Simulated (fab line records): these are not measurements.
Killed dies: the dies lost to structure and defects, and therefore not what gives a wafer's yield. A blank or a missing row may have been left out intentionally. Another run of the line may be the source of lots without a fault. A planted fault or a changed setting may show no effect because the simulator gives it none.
Matching of chambers / flow berkeley-cmos170 / UCB170_SPACER_CVD_00 on pecvd-03 has 3 sister chambers
The step deposits SiO2 from TEOS/O2, target thk 376 nm, time 47 s. 6 wafers are shown with their chamber, then 7 later ones without.

== EACH WAFER AND ITS CHAMBER ==
wafer=L321.4; chamber=1; heater-power-w (W)=227
wafer=L326.2; chamber=1; heater-power-w (W)=230
wafer=L326.3; chamber=0; heater-power-w (W)=222
wafer=L326.5; chamber=0; heater-power-w (W)=231
wafer=L329.1; chamber=2; heater-power-w (W)=202
wafer=L329.4; chamber=2; heater-power-w (W)=205

== WAFERS MISSING THEIR CHAMBER ==
wafer=L329.6; heater-power-w (W)=156
wafer=L333.1; heater-power-w (W)=244
wafer=L333.5; heater-power-w (W)=196
wafer=L333.6; heater-power-w (W)=256
wafer=L334.1; heater-power-w (W)=300
wafer=L334.4; heater-power-w (W)=220
wafer=L334.6; heater-power-w (W)=232

== CHAMBER TAKEN BY EACH ==
wafer=L329.6; from the rows above=2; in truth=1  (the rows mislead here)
wafer=L333.1; from the rows above=can't be placed: 1 or 0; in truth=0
wafer=L333.5; from the rows above=2; in truth=2
wafer=L333.6; from the rows above=can't be placed: 1 or 0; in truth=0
wafer=L334.1; from the rows above=can't be placed: 1 or 0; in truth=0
wafer=L334.4; from the rows above=can't be placed: 0 or 1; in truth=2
wafer=L334.6; from the rows above=can't be placed: 1 or 0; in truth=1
Correct placement for 1 of the 7. Cannot be placed on the basis of these rows: 5; the candidates contain the true chamber in 4. Number placed wrongly: 1.
How it was worked out, from the rows above alone: a wafer's distance from a chamber is the root of the sum, over the readings, of the square of ((its reading less the chamber's mean) divided by the reading's scatter). If the next closest chamber is less than 2 further off than the closest, the wafer can't be placed; otherwise it belongs to the closest. A chamber's mean is the mean of its shown wafers. The scatter: the root of (the sum of the squares of (reading less its chamber's mean) over the shown wafers, divided by (wafers less chambers)).
